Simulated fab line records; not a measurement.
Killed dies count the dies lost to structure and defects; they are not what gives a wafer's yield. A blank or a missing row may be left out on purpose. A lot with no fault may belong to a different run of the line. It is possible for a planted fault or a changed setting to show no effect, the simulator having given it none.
Split-lot trial || flow berkeley cmos170 || 23 wafers read across 5 lots, on a route 331 steps long

ABOUT THE SPLIT
At UCB170_V2_EXPOSE_09 (exposes mask VIA2, target cd 700 nm), the setting dose mj was moved away from the recipe's 37 on 8 of the 23 wafers read, by -2.3% to +5.5%. For the rest of the wafers, this setting stayed at what the recipe calls for.

FROM THE SPLIT TO THE READING: what the file shows between them, 4 steps
- UCB170_V2_DEVELOP_11: develop time 45 s (also split here: dev temp c)
- UCB170_V2_CD_MEAS_12: target cd 700 nm
- UCB170_V2_ETCH_14: etches SiO2 in CHF3/CF4/Ar, stops on Al, target depth 1250 nm, time 291 s
- UCB170_V2_STRIP_15: strips in O2

THE READING
cd nm at UCB170_V2_CD_MEAS_90, given in nm (cd target 700 nm). Fault-free wafers of this fab line usually give 699.9 nm, standard deviation 1.4 nm.

{"wafer": "L079.2", "tool, chamber at the split": "krf scanner-01, 0", "dose mj as run": 37, "against the recipe": "recipe", "cd nm, nm": 697.5, "against lot-mates on the recipe": "-"}
{"wafer": "L079.3", "tool, chamber at the split": "krf scanner-01, 0", "dose mj as run": 37, "against the recipe": "recipe", "cd nm, nm": 698.8, "against lot-mates on the recipe": "-"}
{"wafer": "L079.6", "tool, chamber at the split": "krf scanner-01, 0", "dose mj as run": 37, "against the recipe": "recipe", "cd nm, nm": 699.0, "against lot-mates on the recipe": "-"}
{"wafer": "L080.2", "tool, chamber at the split": "krf scanner-02, 0", "dose mj as run": 36.14, "against the recipe": "-2.3%", "cd nm, nm": 695.3, "against lot-mates on the recipe": -3.7}
{"wafer": "L080.3", "tool, chamber at the split": "krf scanner-02, 0", "dose mj as run": 37, "against the recipe": "recipe", "cd nm, nm": 699.5, "against lot-mates on the recipe": "-"}
{"wafer": "L080.4", "tool, chamber at the split": "krf scanner-02, 0", "dose mj as run": 36.14, "against the recipe": "-2.3%", "cd nm, nm": 695.0, "against lot-mates on the recipe": -4.0}
{"wafer": "L080.5", "tool, chamber at the split": "krf scanner-02, 0", "dose mj as run": 37, "against the recipe": "recipe", "cd nm, nm": 698.4, "against lot-mates on the recipe": "-"}
{"wafer": "L080.6", "tool, chamber at the split": "krf scanner-02, 0", "dose mj as run": 37, "against the recipe": "recipe", "cd nm, nm": 699.0, "against lot-mates on the recipe": "-"}
{"wafer": "L083.1", "tool, chamber at the split": "krf scanner-02, 0", "dose mj as run": 37, "against the recipe": "recipe", "cd nm, nm": 700.9, "against lot-mates on the recipe": "-"}
{"wafer": "L083.2", "tool, chamber at the split": "krf scanner-02, 0", "dose mj as run": 37, "against the recipe": "recipe", "cd nm, nm": 701.5, "against lot-mates on the recipe": "-"}
{"wafer": "L083.4", "tool, chamber at the split": "krf scanner-02, 0", "dose mj as run": 37, "against the recipe": "recipe", "cd nm, nm": 699.3, "against lot-mates on the recipe": "-"}
{"wafer": "L083.5", "tool, chamber at the split": "krf scanner-02, 0", "dose mj as run": 37, "against the recipe": "recipe", "cd nm, nm": 700.7, "against lot-mates on the recipe": "-"}
{"wafer": "L083.6", "tool, chamber at the split": "krf scanner-02, 0", "dose mj as run": 37, "against the recipe": "recipe", "cd nm, nm": 699.0, "against lot-mates on the recipe": "-"}
{"wafer": "L084.1", "tool, chamber at the split": "krf scanner-02, 0", "dose mj as run": 37.82, "against the recipe": "+2.2%", "cd nm, nm": 702.3, "against lot-mates on the recipe": "+3.3"}
{"wafer": "L084.2", "tool, chamber at the split": "krf scanner-02, 0", "dose mj as run": 37.82, "against the recipe": "+2.2%", "cd nm, nm": 704.4, "against lot-mates on the recipe": "+5.4"}
{"wafer": "L084.3", "tool, chamber at the split": "krf scanner-02, 0", "dose mj as run": 37.82, "against the recipe": "+2.2%", "cd nm, nm": 703.9, "against lot-mates on the recipe": "+4.9"}
{"wafer": "L084.4", "tool, chamber at the split": "krf scanner-02, 0", "dose mj as run": 37, "against the recipe": "recipe", "cd nm, nm": 697.7, "against lot-mates on the recipe": "-"}
{"wafer": "L084.6", "tool, chamber at the split": "krf scanner-02, 0", "dose mj as run": 37, "against the recipe": "recipe", "cd nm, nm": 700.2, "against lot-mates on the recipe": "-"}
{"wafer": "L085.1", "tool, chamber at the split": "krf scanner-02, 0", "dose mj as run": 39.05, "against the recipe": "+5.5%", "cd nm, nm": 709.3, "against lot-mates on the recipe": "+8.5"}
{"wafer": "L085.3", "tool, chamber at the split": "krf scanner-02, 0", "dose mj as run": 37, "against the recipe": "recipe", "cd nm, nm": 700.3, "against lot-mates on the recipe": "-"}
{"wafer": "L085.4", "tool, chamber at the split": "krf scanner-02, 0", "dose mj as run": 39.05, "against the recipe": "+5.5%", "cd nm, nm": 709.2, "against lot-mates on the recipe": "+8.4"}
{"wafer": "L085.5", "tool, chamber at the split": "krf scanner-02, 0", "dose mj as run": 39.05, "against the recipe": "+5.5%", "cd nm, nm": 708.6, "against lot-mates on the recipe": "+7.8"}
{"wafer": "L085.6", "tool, chamber at the split": "krf scanner-02, 0", "dose mj as run": 37, "against the recipe": "recipe", "cd nm, nm": 701.4, "against lot-mates on the recipe": "-"}

FIT RESULTS
A straight line over all 23 wafers: cd nm changes by +1.75 nm for each +1% of dose mj; r = +0.96; the points scatter about the line by 1.1 nm.
The same after taking each lot's own level away (the mean of its wafers on the recipe; 23 wafers): +1.55 nm for each +1%; r = +0.97; scatter 0.91 nm.
Per that fit: largest dose mj move, reading shift of 8.6 nm.
The span of the lots' own levels, 698.43 to 700.85 nm, comes to 1.7 times the standard deviation stated above.
Hence the slope depends on the lot-to-lot level, as the two fits are not the same.
Check: +8.77 nm against its lot-mates is what the line predicts for one of the wafers moved furthest among these (+5.5%) when that wafer is left out of the fit. Against them it came out at +8.45 nm.

OTHER SPLITS ON THESE WAFERS
Other splits were also applied to these wafers ahead of the reading. Each is held against what the fit with the lots' levels taken away leaves over:
{"other split on the same wafers": "UCB170_M2_SPUTTER_01 power w", "wafers away from the commonest value": 7, "r with cd nm (lot level and that fit taken away)": -0.01}
{"other split on the same wafers": "UCB170_M2_EXPOSE_12 dose mj", "wafers away from the commonest value": 4, "r with cd nm (lot level and that fit taken away)": "+0.01"}
{"other split on the same wafers": "UCB170_V2_DEVELOP_11 dev temp c", "wafers away from the commonest value": 6, "r with cd nm (lot level and that fit taken away)": "+0.10"}

THE WHOLE CHAIN: every reading that the file lists as answering this split, in the file's order
{"step": "UCB170_V2_CD_MEAS_12", "what it does": "target cd 700 nm", "reading": "cd nm", "change (the file's fit)": "+1.54 nm for each +1% of the setting", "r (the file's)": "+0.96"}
{"step": "UCB170_V2_ETCH_14", "what it does": "etches SiO2 in CHF3/CF4/Ar, stops on Al, target depth 1250 nm, time 291 s", "reading": "V2.cd nm (the simulator's own value, which no gauge read)", "change (the file's fit)": "+1.6 nm for each +1% of the setting", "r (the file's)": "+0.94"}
{"step": "UCB170_V2_CD_MEAS_90", "what it does": "target cd 700 nm", "reading": "cd nm", "change (the file's fit)": "+1.57 nm for each +1% of the setting", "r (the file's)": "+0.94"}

FILE'S OWN FIT
cd nm changes by +1.57 nm for each +1% of dose mj, r = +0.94.
